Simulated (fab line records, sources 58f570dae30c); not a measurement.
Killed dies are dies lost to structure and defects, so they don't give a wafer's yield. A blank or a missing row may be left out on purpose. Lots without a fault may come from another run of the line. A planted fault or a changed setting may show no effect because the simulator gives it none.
fab line records | flow berkeley_cmos170
record lots=5 wafers=15 last_day=12
route steps=331 shown NVT@104 PVT@115 GATE@125 FIELD@126
lots that met no fault: from a run of the same line without faults
start_h: hours from the record's first day to the start of the lot's first wafer shown | wait_h: hours since the lot's step before | " the same as in the row above | L1.1+2: a row that stands for several wafers | - no value, or no start given | * or withheld: withheld | < > ~ a bound
route shown NAME@n: a module of which the file shows steps, and the number in the route of the first | usual: mean/standard deviation of fault-free wafers | same: alike in all rows | chamber/n: place in a boat | sites: the reading at each site | _std_site: their standard deviation | _edge_site: outer sites' mean less inner sites' | radius_mm: how far each site lies from the wafer's centre | mask NAME#n: copy n | behind: the tool/chamber that last shaped the wafer | hold: why the lot was held/for how many hours/how that ended | device: the transistor (n, p or np) that didn't switch | end of line: the same wafers' tests at the end of the route | a step without rows: its recipe alone | killed: dies lost to structure and defects at the first sort, not the wafer's yield | map: a wafer's dies, x killed, . not, _ none there
set.NAME: the setting as run; set.NAME@STEP: as run at that earlier step | model.NAME: the simulator's own value behind a step, which no gauge read
lots at some steps of the route; a table a step, a row a wafer
services: from which hour (start_h, from the record's first day; less than 0 if before it) a tool's chamber was out of use, for how many hours, and why
## steps
# step UCB170_NVT_HMDS_00
# recipe prime_time_s=60 prime_temp_c=100
# usual exhaust_pa=44.8/1
# columns lot.wafer tool chamber start_h wait_h exhaust_pa
L078.1 litho_track-04 0 152.70 0.0 46.5
L078.5 " 0 " " 45.7
L078.6 " 0 " " 44.5
L084.1 litho_track-01 0 187.01 0.1 43.5
L084.4 " 0 " " 45.5
L084.5 " 0 " " 44.3
L085.1 litho_track-02 0 195.77 0.0 42.9
L085.4 " 0 " " 45.1
L085.6 " 0 " " 42.5
L089.1 litho_track-04 0 213.55 0.0 43.7
L089.5 " 0 " " 43.7
L089.6 " 0 " " 44.8
L091.1 litho_track-01 0 234.18 0.4 44.9
L091.2 " 0 " " 46.7
L091.6 " 0 " " 45.3
# step UCB170_NVT_COAT_01
# recipe resist=KrF spin_rpm=1500 resist_thk_nm=900
# usual exhaust_pa=45.0/0.9
# columns lot.wafer tool chamber start_h wait_h exhaust_pa
L078.1 litho_track-04 0 152.85 0.1 45.5
L078.5 " 0 " " 45.8
L078.6 " 0 " " 43.9
L084.1 litho_track-01 0 187.16 0.1 44.2
L084.4 " 0 " " 43.9
L084.5 " 0 " " 44.0
L085.1 litho_track-02 0 195.92 0.1 46.8
L085.4 " 0 " " 45.6
L085.6 " 0 " " 45.3
L089.1 litho_track-04 0 213.70 0.1 46.1
L089.5 " 0 " " 44.4
L089.6 " 0 " " 44.3
L091.1 litho_track-01 0 234.33 0.1 45.4
L091.2 " 0 " " 43.7
L091.6 " 0 " " 44.9
# step UCB170_NVT_SOFTBAKE_02
# recipe resist=KrF temp_c=130 time_s=60
# usual exhaust_pa=45.1/0.8
# columns lot.wafer tool chamber start_h wait_h exhaust_pa
L078.1 litho_track-04 0 153.00 0.1 44.9
L078.5 " 0 " " 44.6
L078.6 " 0 " " 44.1
L084.1 litho_track-01 0 187.31 0.1 46.2
L084.4 " 0 " " 45.3
L084.5 " 0 " " 46.3
L085.1 litho_track-02 0 196.07 0.1 44.8
L085.4 " 0 " " 43.9
L085.6 " 0 " " 43.8
L089.1 litho_track-04 0 213.85 0.1 44.1
L089.5 " 0 " " 45.1
L089.6 " 0 " " 44.8
L091.1 litho_track-01 0 234.48 0.1 47.1
L091.2 " 0 " " 45.6
L091.6 " 0 " " 46.9
# step UCB170_NVT_EXPOSE_03
# recipe mask_id=PWELL target_cd_nm=3000 na=0.5 sigma_outer=0.6 source_shape=conventional dose_mj=30
# columns lot.wafer tool chamber start_h wait_h mask
L078.1+5+6 krf_scanner-01 0 153.15 0.1 PWELL#0
L084.1+4+5 krf_scanner-02 0 187.46 0.1 PWELL#0
L085.1+4+6 krf_scanner-02 0 196.34 0.2 PWELL#0
L089.1+5+6 krf_scanner-02 0 214.13 0.2 PWELL#0
L091.1+2+6 krf_scanner-01 0 234.99 0.5 PWELL#0
# step UCB170_NVT_PEB_04
# recipe peb_temp_c=130 peb_time_s=withheld resist=KrF
# usual exhaust_pa=45.1/0.9
# columns lot.wafer tool chamber start_h wait_h exhaust_pa
L078.1 litho_track-02 0 153.66 0.5 46.0
L078.5 " 0 " " 45.5
L078.6 " 0 " " 45.2
L084.1 litho_track-04 0 187.58 0.1 44.5
L084.4 " 0 " " 45.3
L084.5 " 0 " " 45.2
L085.1 litho_track-04 0 197.38 1.0 45.1
L085.4 " 0 " " 45.1
L085.6 " 0 " " 44.5
L089.1 litho_track-01 0 214.24 0.1 43.6
L089.5 " 0 " " 43.7
L089.6 " 0 " " 44.1
L091.1 litho_track-02 0 235.32 0.3 44.7
L091.2 " 0 " " 45.7
L091.6 " 0 " " 44.9
# step UCB170_NVT_DEVELOP_05
# recipe developer=TMAH develop_time_s=45 resist=KrF dev_temp_c=21
# usual developer_temp_C=20.96/0.11 exhaust_pa=44.9/0.89
# columns lot.wafer tool chamber start_h wait_h developer_temp_C exhaust_pa
L078.1 litho_track-02 0 - - 20.81 44.5
L078.5 " 0 " " 20.91 43.8
L078.6 " 0 " " 20.98 44.9
L084.1 litho_track-04 0 - - 20.86 44.8
L084.4 " 0 " " 21.02 44.3
L084.5 " 0 " " 20.99 45.0
L085.1 litho_track-04 0 - - 20.91 44.7
L085.4 " 0 " " 20.89 45.4
L085.6 " 0 " " 20.92 44.7
L089.1 litho_track-01 0 - - 21.12 46.4
L089.5 " 0 " " 20.76 45.9
L089.6 " 0 " " 20.97 44.4
L091.1 litho_track-02 0 - - 20.97 46.1
L091.2 " 0 " " 20.98 44.9
L091.6 " 0 " " 20.99 45.2
# step UCB170_NVT_OVL_MEAS_06
# usual NVT_OVL=1/4.8
# columns lot.wafer tool chamber start_h wait_h NVT_OVL[nm]
L078.1 overlay-01 - 153.94 - 7
L078.5 " - " " 8
L078.6 " - " " 5
L084.1 overlay-01 - 187.85 - 1
L084.4 " - " " 3
L084.5 " - " " -2
L085.1 overlay-02 - 197.65 - -2
L085.4 " - " " -1
L085.6 " - " " -2
L089.1 overlay-02 - 214.52 - 7
L089.5 " - " " 6
L089.6 " - " " 1
L091.1 overlay-02 - 235.60 - 2
L091.2 " - " " -1
L091.6 " - " " 1
# step UCB170_NVT_IMPLANT_07
# recipe species=BF2 dose_cm2=3e+12 energy_kev=50 tilt_deg=7
# usual end_station_pressure_torr=5.04e-06/2.7e-07
# columns lot.wafer tool chamber start_h wait_h end_station_pressure_torr
L078.1 implanter-04 0 153.97 0.0 4.79e-06
L078.5 " 0 " " 4.82e-06
L078.6 " 0 " " 5.22e-06
L084.1 implanter-01 0 187.89 0.0 4.81e-06
L084.4 " 0 " " 4.86e-06
L084.5 " 0 " " 4.86e-06
L085.1 implanter-04 0 197.69 0.0 5.41e-06
L085.4 " 0 " " 4.76e-06
L085.6 " 0 " " 4.62e-06
L089.1 implanter-01 0 214.55 0.0 4.92e-06
L089.5 " 0 " " 5.15e-06
L089.6 " 0 " " 5.16e-06
L091.1 implanter-04 0 235.64 0.0 5.11e-06
L091.2 " 0 " " 5.02e-06
L091.6 " 0 " " 4.71e-06
# step UCB170_NVT_STRIP_08
# recipe chemistry=O2 power_w=400 pressure_mtorr=3500 platen_temp_c=withheld o2_flow_sccm=400 overash_fraction=0.5
# usual drypump_motor_current_A=5.6/0.31 o2_flow_sccm=400.3/1.1 oes_product_au=0.735/0.0048 strip_time_to_endpoint_s=21.62/0.059
# same overash_fraction=0.5
# columns lot.wafer tool chamber start_h wait_h drypump_motor_current_A o2_flow_sccm oes_product_au rf_hours_counter_h strip_time_to_endpoint_s
L078.1 plasma_asher-03 0 154.12 0.1 5.4 402.1 0.733 3 21.67
L078.5 " 1 " " 5.6 399.2 0.730 - 21.70
L078.6 " 0 " " 5.4 399.2 0.732 - 21.66
L084.1 plasma_asher-04 0 188.04 0.1 5.9 401.3 0.740 40 21.51
L084.4 " 0 " " 5.9 400.6 0.742 - 21.62
L084.5 " 0 " " 5.9 401.1 0.732 - 21.62
L085.1 plasma_asher-02 1 197.84 0.1 6.1 399.5 0.737 47 21.63
L085.4 " 1 " " 6.2 401.2 0.733 - 21.58
L085.6 " 1 " " 6.2 401.4 0.735 - 21.62
L089.1 plasma_asher-03 0 214.70 0.1 5.5 399.0 0.743 10 21.70
L089.5 " 0 " " 5.5 399.2 0.723 - 21.72
L089.6 " 1 " " 5.6 398.7 0.733 - 21.70
L091.1 plasma_asher-04 0 235.79 0.1 5.9 402.2 0.735 45 21.62
L091.2 " 1 " " 5.2 401.8 0.739 45 21.61
L091.6 " 1 " " 5.2 399.9 0.730 - 21.62
# step UCB170_NVT_TW_MEAS_09
# usual NVT_TW=519/3.8
# columns lot.wafer tool chamber start_h wait_h NVT_TW
L078.1 film_metro-03 - 154.22 0.1 528
L078.5 " - " " 522
L078.6 " - " " 522
L084.1 film_metro-04 - 188.14 0.1 517
L084.4 " - " " 515
L084.5 " - " " 520
L085.1 film_metro-04 - 197.94 0.1 516
L085.4 " - " " 514
L085.6 " - " " 515
L089.1 film_metro-03 - 214.80 0.1 517
L089.5 " - " " 521
L089.6 " - " " 522
L091.1 film_metro-04 - 235.89 0.1 516
L091.2 " - " " 516
L091.6 " - " " 517
# step UCB170_NVT_CLEAN_10
# recipe chemistry=SPM temp_c=120 time_s=600
# columns lot.wafer tool chamber start_h wait_h
L078.1+5+6 wet_bench-03 2 155.01 0.8
L084.1+4+5 wet_bench-01 0 188.20 0.1
L085.1+4+6 wet_bench-02 3 198.00 0.1
L089.1+5+6 wet_bench-02 2 215.37 0.6
L091.1+2+6 wet_bench-01 0 237.13 1.2
# step UCB170_PVT_HMDS_00
# recipe prime_time_s=60 prime_temp_c=100
# usual exhaust_pa=45.0/0.84
# columns lot.wafer tool chamber start_h wait_h exhaust_pa
L078.1 litho_track-01 0 155.57 0.3 44.6
L078.5 " 0 " " 45.4
L078.6 " 0 " " 44.9
L084.1 litho_track-03 0 188.37 0.0 44.8
L084.4 " 0 " " 44.9
L084.5 " 0 " " 45.4
L085.1 litho_track-01 0 198.83 0.5 44.9
L085.4 " 0 " " 44.7
L085.6 " 0 " " 45.2
L089.1 litho_track-03 0 215.72 0.0 46.3
L089.5 " 0 " " 45.6
L089.6 " 0 " " 45.8
L091.1 litho_track-04 0 237.64 0.3 45.2
L091.2 " 0 " " 45.2
L091.6 " 0 " " 45.3
# step UCB170_PVT_COAT_01
# recipe resist=KrF spin_rpm=1500 resist_thk_nm=900
# usual exhaust_pa=44.9/0.85
# columns lot.wafer tool chamber start_h wait_h exhaust_pa
L078.1 litho_track-01 0 155.72 0.1 45.6
L078.5 " 0 " " 46.0
L078.6 " 0 " " 47.1
L084.1 litho_track-03 0 188.52 0.1 43.7
L084.4 " 0 " " 43.9
L084.5 " 0 " " 44.6
L085.1 litho_track-01 0 198.98 0.1 46.6
L085.4 " 0 " " 46.2
L085.6 " 0 " " 46.2
L089.1 litho_track-03 0 215.87 0.1 44.2
L089.5 " 0 " " 46.1
L089.6 " 0 " " 45.2
L091.1 litho_track-04 0 237.79 0.1 46.6
L091.2 " 0 " " 46.4
L091.6 " 0 " " 45.2
# step UCB170_PVT_SOFTBAKE_02
# recipe resist=KrF temp_c=130 time_s=60
# usual exhaust_pa=44.9/0.99
# columns lot.wafer tool chamber start_h wait_h exhaust_pa
L078.1 litho_track-01 0 155.87 0.1 43.7
L078.5 " 0 " " 45.3
L078.6 " 0 " " 44.5
L084.1 litho_track-03 0 188.67 0.1 45.7
L084.4 " 0 " " 44.0
L084.5 " 0 " " 45.5
L085.1 litho_track-01 0 199.13 0.1 46.0
L085.4 " 0 " " 45.9
L085.6 " 0 " " 45.6
L089.1 litho_track-03 0 216.02 0.1 45.5
L089.5 " 0 " " 45.7
L089.6 " 0 " " 45.4
L091.1 litho_track-04 0 237.94 0.1 44.9
L091.2 " 0 " " 45.6
L091.6 " 0 " " 45.9
# step UCB170_PVT_EXPOSE_03
# recipe mask_id=NWELL target_cd_nm=3000 na=0.5 sigma_outer=0.6 source_shape=conventional dose_mj=30
# columns lot.wafer tool chamber start_h wait_h mask
L078.1+5+6 krf_scanner-02 0 156.02 0.1 NWELL#0
L084.1+4+5 krf_scanner-01 0 188.95 0.2 NWELL#0
L085.1+4+6 krf_scanner-02 0 199.28 0.1 NWELL#0
L089.1+5+6 krf_scanner-01 0 216.17 0.1 NWELL#0
L091.1+2+6 krf_scanner-02 0 238.33 0.4 NWELL#0
# step UCB170_PVT_PEB_04
# recipe peb_temp_c=130 peb_time_s=withheld resist=KrF
# usual exhaust_pa=44.9/0.87
# columns lot.wafer tool chamber start_h wait_h exhaust_pa
L078.1 litho_track-01 0 156.30 0.3 44.8
L078.5 " 0 " " 43.7
L078.6 " 0 " " 46.1
L084.1 litho_track-04 0 189.06 0.1 44.0
L084.4 " 0 " " 43.8
L084.5 " 0 " " 46.0
L085.1 litho_track-01 0 200.00 0.7 45.0
L085.4 " 0 " " 46.0
L085.6 " 0 " " 43.6
L089.1 litho_track-01 0 216.28 0.1 46.0
L089.5 " 0 " " 47.7
L089.6 " 0 " " 45.3
L091.1 litho_track-03 0 239.19 0.8 45.3
L091.2 " 0 " " 45.2
L091.6 " 0 " " 45.0
# step UCB170_PVT_DEVELOP_05
# recipe developer=TMAH develop_time_s=45 resist=KrF dev_temp_c=21
# usual developer_temp_C=21.01/0.12 exhaust_pa=44.9/0.89
# columns lot.wafer tool chamber start_h wait_h developer_temp_C exhaust_pa
L078.1 litho_track-01 0 - - 20.86 44.5
L078.5 " 0 " " 20.79 44.8
L078.6 " 0 " " 20.93 45.8
L084.1 litho_track-04 0 - - 20.95 46.3
L084.4 " 0 " " 21.01 45.1
L084.5 " 0 " " 21.01 44.5
L085.1 litho_track-01 0 - - 20.96 44.1
L085.4 " 0 " " 21.02 44.8
L085.6 " 0 " " 21.22 45.1
L089.1 litho_track-01 0 - - 20.98 45.0
L089.5 " 0 " " 21.17 46.0
L089.6 " 0 " " 21.01 46.1
L091.1 litho_track-03 0 - - 20.98 45.5
L091.2 " 0 " " 21.14 44.3
L091.6 " 0 " " 20.93 44.3
# step UCB170_PVT_OVL_MEAS_06
# usual PVT_OVL=-4/4.7
# columns lot.wafer tool chamber start_h wait_h PVT_OVL[nm]
L078.1 overlay-02 - 156.57 - -9
L078.5 " - " " -5
L078.6 " - " " 1
L084.1 overlay-02 - 189.34 - -4
L084.4 " - " " 0
L084.5 " - " " 0
L085.1 overlay-02 - 200.28 - -3
L085.4 " - " " -3
L085.6 " - " " 0
L089.1 overlay-01 - 216.56 - -8
L089.5 " - " " -10
L089.6 " - " " -3
L091.1 overlay-01 - 239.46 - -4
L091.2 " - " " -3
L091.6 " - " " -3
# step UCB170_PVT_IMPLANT_07
# recipe species=P dose_cm2=2e+12 energy_kev=30 tilt_deg=7
# usual end_station_pressure_torr=5.01e-06/2.6e-07
# columns lot.wafer tool chamber start_h wait_h end_station_pressure_torr
L078.1 implanter-02 0 156.61 0.0 5.15e-06
L078.5 " 0 " " 4.89e-06
L078.6 " 0 " " 5.25e-06
L084.1 implanter-03 0 189.37 0.0 5.2e-06
L084.4 " 0 " " 5.2e-06
L084.5 " 0 " " 5.53e-06
L085.1 implanter-03 0 200.31 0.0 4.68e-06
L085.4 " 0 " " 4.84e-06
L085.6 " 0 " " 5.43e-06
L089.1 implanter-03 0 216.60 0.0 4.9e-06
L089.5 " 0 " " 5e-06
L089.6 " 0 " " 5.02e-06
L091.1 implanter-02 0 239.50 0.0 4.87e-06
L091.2 " 0 " " 4.95e-06
L091.6 " 0 " " 4.95e-06
# step UCB170_PVT_STRIP_08
# recipe chemistry=O2 power_w=400 pressure_mtorr=3500 platen_temp_c=withheld o2_flow_sccm=400 overash_fraction=0.5
# usual drypump_motor_current_A=5.8/0.39 o2_flow_sccm=399.9/1.2 oes_product_au=0.735/0.0047 strip_time_to_endpoint_s=21.63/0.054
# same overash_fraction=0.5
# columns lot.wafer tool chamber start_h wait_h drypump_motor_current_A o2_flow_sccm oes_product_au rf_hours_counter_h strip_time_to_endpoint_s
L078.1 plasma_asher-03 0 156.76 0.1 5.4 402.5 0.738 4 21.52
L078.5 " 1 " " 5.6 398.6 0.730 - 21.62
L078.6 " 0 " " 5.4 400.9 0.741 - 21.55
L084.1 plasma_asher-01 1 189.52 0.1 6.2 402.1 0.731 45 21.64
L084.4 " 1 " " 6.2 401.6 0.738 - 21.62
L084.5 " 0 " " 6.3 400.4 0.735 - 21.63
L085.1 plasma_asher-01 0 200.46 0.1 6.3 398.8 0.736 46 21.59
L085.4 " 1 " " 6.2 398.3 0.729 - 21.56
L085.6 " 0 " " 6.3 398.4 0.737 - 21.53
L089.1 plasma_asher-04 0 216.75 0.1 5.9 398.1 0.733 42 21.67
L089.5 " 0 " " 5.9 397.7 0.736 - 21.69
L089.6 " 1 " " 5.2 399.5 0.735 - 21.71
L091.1 plasma_asher-03 1 239.65 0.1 5.6 399.3 0.733 12 21.75
L091.2 " 0 " " 5.4 398.6 0.740 12 21.71
L091.6 " 1 " " 5.6 399.0 0.735 - 21.66
# step UCB170_PVT_TW_MEAS_09
# usual PVT_TW=505/3.4
# columns lot.wafer tool chamber start_h wait_h PVT_TW
L078.1 film_metro-01 - 156.86 0.1 502
L078.5 " - " " 501
L078.6 " - " " 501
L084.1 film_metro-03 - 189.62 0.1 509
L084.4 " - " " 509
L084.5 " - " " 509
L085.1 film_metro-03 - 200.56 0.1 503
L085.4 " - " " 505
L085.6 " - " " 506
L089.1 film_metro-01 - 216.85 0.1 501
L089.5 " - " " 504
L089.6 " - " " 500
L091.1 film_metro-01 - 239.75 0.1 504
L091.2 " - " " 502
L091.6 " - " " 502
# step UCB170_GATE_WET_ETCH_00
# recipe chemistry=dHF dilution=25:1 target=SiO2 temp_c=25 time_s=200
# columns lot.wafer tool chamber start_h wait_h
L078.1+5+6 wet_bench-04 0 156.92 0.1
L084.1+4+5 wet_bench-04 0 189.68 0.1
L085.1+4+6 wet_bench-04 2 200.62 0.1
L089.1+5+6 wet_bench-04 0 216.91 0.1
L091.1+2+6 wet_bench-04 2 239.87 0.1
# step UCB170_FIELD_THK_MEAS_91
# recipe reads=SiO2_of_FIELD_OXIDATION_01
# usual FIELD_OXIDE_LEFT_2_THK=356/10
# columns lot.wafer tool chamber start_h wait_h FIELD_OXIDE_LEFT_2_THK[nm]
L078.1 film_metro-02 - 156.98 0.0 352
L078.5 " - " " 357
L078.6 " - " " 342
L084.1 film_metro-02 - 189.75 0.0 345
L084.4 " - " " 339
L084.5 " - " " 340
L085.1 film_metro-01 - 200.69 0.0 371
L085.4 " - " " 369
L085.6 " - " " 363
L089.1 film_metro-02 - 216.97 0.0 363
L089.5 " - " " 355
L089.6 " - " " 347
L091.1 film_metro-01 - 239.94 0.0 349
L091.2 " - " " 352
L091.6 " - " " 347
# step UCB170_GATE_OXIDATION_01
# recipe temp_c=850 ambient=O2 target_thk_a=66 ox_time_s=1800
# usual ox_temp_c_max=853.6/0.96 spike_tc_centre_C=852.8/1.2 spike_tc_load_C=869.9/2.1
# columns lot.wafer tool chamber start_h wait_h ox_temp_c_max spike_tc_centre_C spike_tc_load_C
L078.1 furnace-01 0 161.64 4.6 852.8 852.6 867.6
L078.5 " 0 " " 853.0 854.4 866.2
L078.6 " 0 " " 851.8 852.2 868.0
L084.1 furnace-04 0 196.70 6.9 854.4 852.4 870.4
L084.4 " 0 " " 854.3 853.7 869.5
L084.5 " 0 " " 852.8 853.3 873.0
L085.1 furnace-04 0 205.37 4.7 853.1 853.9 871.2
L085.4 " 0 " " 855.0 853.7 871.0
L085.6 " 0 " " 854.0 852.5 872.2
L089.1 furnace-01 0 221.67 4.7 852.1 853.3 869.8
L089.5 " 0 " " 853.7 853.6 868.1
L089.6 " 0 " " 852.0 853.1 867.2
L091.1 furnace-01 0 241.78 1.8 853.0 852.9 866.7
L091.2 " 0 " " 853.4 854.1 868.3
L091.6 " 0 " " 852.3 852.9 866.8
# step UCB170_GATE_THK_MEAS_02
# recipe reads=SiO2_of_GATE_OXIDATION_01
# usual GATE_OXIDE_THK=6.60/0.11
# columns lot.wafer tool chamber start_h wait_h GATE_OXIDE_THK[nm]
L078.1 film_metro-01 - 163.14 0.0 6.62
L078.5 " - " " 6.54
L078.6 " - " " 6.59
L084.1 film_metro-04 - 198.20 0.0 6.67
L084.4 " - " " 6.59
L084.5 " - " " 6.56
L085.1 film_metro-04 - 206.87 0.0 6.59
L085.4 " - " " 6.72
L085.6 " - " " 6.54
L089.1 film_metro-01 - 223.17 0.0 6.72
L089.5 " - " " 6.62
L089.6 " - " " 6.54
L091.1 film_metro-01 - 243.28 0.0 6.56
L091.2 " - " " 6.60
L091.6 " - " " 6.48
# step UCB170_GATE_ANNEAL_03
# recipe temp_c=900 time_s=1800 ambient=N2
# usual spike_tc_centre_C=902.0/1.5 spike_tc_load_C=920.6/1.8
# columns lot.wafer tool chamber start_h wait_h spike_tc_centre_C spike_tc_load_C
L078.1 furnace-02 0 167.58 4.4 900.7 921.1
L078.5 " 0 " " 901.2 920.6
L078.6 " 0 " " 900.3 920.1
L084.1 furnace-01 0 201.28 3.1 903.5 916.9
L084.4 " 0 " " 901.1 919.0
L084.5 " 0 " " 903.5 917.1
L085.1 furnace-02 0 211.28 4.4 902.3 920.1
L085.4 " 0 " " 901.8 922.1
L085.6 " 0 " " 899.9 920.2
L089.1 furnace-01 0 227.68 4.5 903.2 917.7
L089.5 " 0 " " 902.9 920.0
L089.6 " 0 " " 903.1 921.0
L091.1 furnace-02 0 247.16 3.9 901.7 922.5
L091.2 " 0 " " 901.7 920.5
L091.6 " 0 " " 899.8 918.7
# step UCB170_GATE_CVD_04
# recipe material=poly-Si temp_c=610 precursor=SiH4 time_s=1440 pressure_mtorr=375 target_thk_nm=214 sih4_flow_sccm=120
# usual spike_tc_centre_C=612.9/1.4 spike_tc_load_C=631.5/2.4
# columns lot.wafer tool chamber start_h wait_h spike_tc_centre_C spike_tc_load_C
L078.1 lpcvd-02 1 169.08 0.0 612.2 635.2
L078.5 " 1 " " 612.6 635.5
L078.6 " 1 " " 612.0 635.6
L084.1 lpcvd-02 1 202.78 0.0 616.0 634.2
L084.4 " 1 " " 611.9 633.5
L084.5 " 1 " " 611.3 634.9
L085.1 lpcvd-02 0 212.78 0.0 610.7 630.7
L085.4 " 0 " " 608.9 632.4
L085.6 " 0 " " 612.0 631.6
L089.1 lpcvd-01 0 232.58 3.4 614.1 632.2
L089.5 " 0 " " 613.7 634.3
L089.6 " 0 " " 612.6 632.2
L091.1 lpcvd-01 0 248.66 0.0 612.3 631.7
L091.2 " 0 " " 613.1 632.2
L091.6 " 0 " " 613.7 634.4
# step UCB170_GATE_THK_MEAS_05
# recipe reads=poly-Si_of_GATE_CVD_04
# usual GATE_POLY_THK=214.0/1.6
# columns lot.wafer tool chamber start_h wait_h GATE_POLY_THK[nm]
L078.1 film_metro-01 - 170.48 0.0 214.9
L078.5 " - " " 215.7
L078.6 " - " " 214.1
L084.1 film_metro-02 - 204.18 0.0 211.4
L084.4 " - " " 211.3
L084.5 " - " " 214.2
L085.1 film_metro-02 - 214.18 0.0 212.9
L085.4 " - " " 212.0
L085.6 " - " " 213.2
L089.1 film_metro-01 - 233.98 0.0 211.9
L089.5 " - " " 213.3
L089.6 " - " " 213.4
L091.1 film_metro-04 - 250.06 0.0 214.1
L091.2 " - " " 212.8
L091.6 " - " " 214.5
# step UCB170_GATE_COAT_06
# recipe resist=BARC temp_c=withheld time_s=withheld spin_rpm=3000 resist_thk_nm=withheld
# usual exhaust_pa=45.1/0.97
# columns lot.wafer tool chamber start_h wait_h exhaust_pa
L078.1 litho_track-04 0 170.54 0.1 46.1
L078.5 " 0 " " 45.5
L078.6 " 0 " " 45.5
L084.1 litho_track-04 0 204.98 0.8 44.0
L084.4 " 0 " " 45.2
L084.5 " 0 " " 43.7
L085.1 litho_track-03 0 214.24 0.1 44.3
L085.4 " 0 " " 44.3
L085.6 " 0 " " 43.6
L089.1 litho_track-02 0 234.42 0.4 44.6
L089.5 " 0 " " 44.8
L089.6 " 0 " " 45.0
L091.1 litho_track-03 0 250.12 0.1 45.6
L091.2 " 0 " " 47.1
L091.6 " 0 " " 45.6
# step UCB170_GATE_COAT_07
# recipe resist=KrF spin_rpm=1500 resist_thk_nm=900
# usual exhaust_pa=45.1/0.9
# columns lot.wafer tool chamber start_h wait_h exhaust_pa
L078.1 litho_track-04 0 - - 44.4
L078.5 " 0 " " 43.5
L078.6 " 0 " " 43.0
L084.1 litho_track-04 0 - - 44.6
L084.4 " 0 " " 45.1
L084.5 " 0 " " 46.7
L085.1 litho_track-03 0 - - 44.6
L085.4 " 0 " " 45.1
L085.6 " 0 " " 44.3
L089.1 litho_track-02 0 - - 46.4
L089.5 " 0 " " 45.3
L089.6 " 0 " " 46.4
L091.1 litho_track-03 0 - - 44.6
L091.2 " 0 " " 45.0
L091.6 " 0 " " 44.3
# step UCB170_GATE_SOFTBAKE_08
# recipe resist=KrF temp_c=130 time_s=60
# usual exhaust_pa=45.1/0.89
# columns lot.wafer tool chamber start_h wait_h exhaust_pa
L078.1 litho_track-04 0 - - 44.4
L078.5 " 0 " " 44.8
L078.6 " 0 " " 43.6
L084.1 litho_track-04 0 - - 44.1
L084.4 " 0 " " 45.5
L084.5 " 0 " " 44.0
L085.1 litho_track-03 0 - - 44.2
L085.4 " 0 " " 44.5
L085.6 " 0 " " 46.2
L089.1 litho_track-02 0 - - 44.9
L089.5 " 0 " " 45.7
L089.6 " 0 " " 43.3
L091.1 litho_track-03 0 - - 44.6
L091.2 " 0 " " 45.2
L091.6 " 0 " " 45.7
# step UCB170_GATE_EXPOSE_09
# recipe mask_id=POLY target_cd_nm=350 na=0.5 sigma_outer=0.6 source_shape=conventional dose_mj=21
# columns lot.wafer tool chamber start_h wait_h mask
L078.1+5+6 krf_scanner-01 0 171.11 - POLY#0
L084.1+4+5 krf_scanner-01 0 205.56 - POLY#0
L085.1+4+6 krf_scanner-02 0 214.81 - POLY#0
L089.1+5+6 krf_scanner-02 0 235.00 - POLY#0
L091.1+2+6 krf_scanner-01 0 250.57 - POLY#0
# step UCB170_GATE_PEB_10
# recipe peb_temp_c=130 peb_time_s=withheld resist=KrF
# usual exhaust_pa=45.0/0.76
# columns lot.wafer tool chamber start_h wait_h exhaust_pa
L078.1 litho_track-03 0 171.23 0.1 44.6
L078.5 " 0 " " 46.2
L078.6 " 0 " " 46.9
L084.1 litho_track-04 0 205.88 0.3 44.5
L084.4 " 0 " " 45.4
L084.5 " 0 " " 45.6
L085.1 litho_track-03 0 214.93 0.1 44.6
L085.4 " 0 " " 45.3
L085.6 " 0 " " 44.8
L089.1 litho_track-03 0 235.24 0.2 44.8
L089.5 " 0 " " 45.5
L089.6 " 0 " " 44.5
L091.1 litho_track-04 0 250.69 0.1 45.4
L091.2 " 0 " " 45.1
L091.6 " 0 " " 45.9
# step UCB170_GATE_DEVELOP_11
# recipe developer=TMAH develop_time_s=45 resist=KrF dev_temp_c=21
# usual developer_temp_C=20.99/0.11 exhaust_pa=45.2/0.8
# columns lot.wafer tool chamber start_h wait_h developer_temp_C exhaust_pa
L078.1 litho_track-03 0 - - 21.17 45.8
L078.5 " 0 " " 20.97 46.2
L078.6 " 0 " " 21.13 45.5
L084.1 litho_track-04 0 - - 20.97 44.4
L084.4 " 0 " " 21.13 46.2
L084.5 " 0 " " 21.10 44.7
L085.1 litho_track-03 0 - - 20.98 44.5
L085.4 " 0 " " 21.02 44.0
L085.6 " 0 " " 20.92 43.7
L089.1 litho_track-03 0 - - 20.95 45.6
L089.5 " 0 " " 20.95 45.3
L089.6 " 0 " " 20.89 45.8
L091.1 litho_track-04 0 - - 20.81 45.4
L091.2 " 0 " " 20.98 45.3
L091.6 " 0 " " 20.94 45.9
# step UCB170_GATE_CD_MEAS_12
# recipe target_cd_nm=350
# usual cd_nm=350.3/1.2
# columns lot.wafer tool chamber start_h wait_h cd_nm
L078.1 cd_sem-01 - 171.50 - 351.1
L078.5 " - " " 351.5
L078.6 " - " " 350.4
L084.1 cd_sem-01 - 206.16 - 349.2
L084.4 " - " " 350.2
L084.5 " - " " 350.1
L085.1 cd_sem-01 - 215.20 - 348.0
L085.4 " - " " 348.2
L085.6 " - " " 348.3
L089.1 cd_sem-02 - 235.77 - 351.4
L089.5 " - " " 350.9
L089.6 " - " " 352.4
L091.1 cd_sem-02 - 250.96 - 349.9
L091.2 " - " " 350.7
L091.6 " - " " 350.5
# step UCB170_GATE_OVL_MEAS_13
# usual GATE_OVL=1/5.9
# columns lot.wafer tool chamber start_h wait_h GATE_OVL[nm]
L078.1 overlay-01 - 171.62 0.1 4
L078.5 " - " " 1
L078.6 " - " " 3
L084.1 overlay-01 - 206.28 0.1 10
L084.4 " - " " 4
L084.5 " - " " 4
L085.1 overlay-01 - 215.32 0.1 12
L085.4 " - " " 3
L085.6 " - " " 13
L089.1 overlay-02 - 235.89 0.1 3
L089.5 " - " " 5
L089.6 " - " " 3
L091.1 overlay-01 - 251.08 0.1 3
L091.2 " - " " 11
L091.6 " - " " 11
## services
# columns tool chamber start_h hours kind
implanter-03 - 132.95 9.8 repair
krf_scanner-02 - 145.66 1.3 pm
implanter-01 - 152.92 4.1 pm
implanter-03 - 154.12 3.9 pm
krf_scanner-01 - 154.14 6.0 pm
plasma_asher-02 - 163.61 2.8 pm
krf_scanner-01 - 164.34 1.3 pm
implanter-02 - 167.99 14.5 repair
plasma_asher-01 - 173.28 1.4 repair
implanter-02 - 186.21 3.7 pm
krf_scanner-02 - 186.40 0.8 pm
lpcvd-01 - 189.36 2.8 pm
furnace-01 - 191.31 3.2 pm
plasma_asher-04 - 193.42 2.6 repair
krf_scanner-01 - 198.49 3.6 pm
krf_scanner-02 - 204.68 1.0 pm
implanter-02 - 207.44 1.1 repair
lpcvd-01 - 212.37 14.6 pm
implanter-04 - 213.81 14.7 repair
krf_scanner-01 - 216.70 0.2 repair
wet_bench-03 - 221.84 1.8 repair
krf_scanner-01 - 225.73 1.0 pm
krf_scanner-01 - 237.14 4.4 pm
## key
fault none
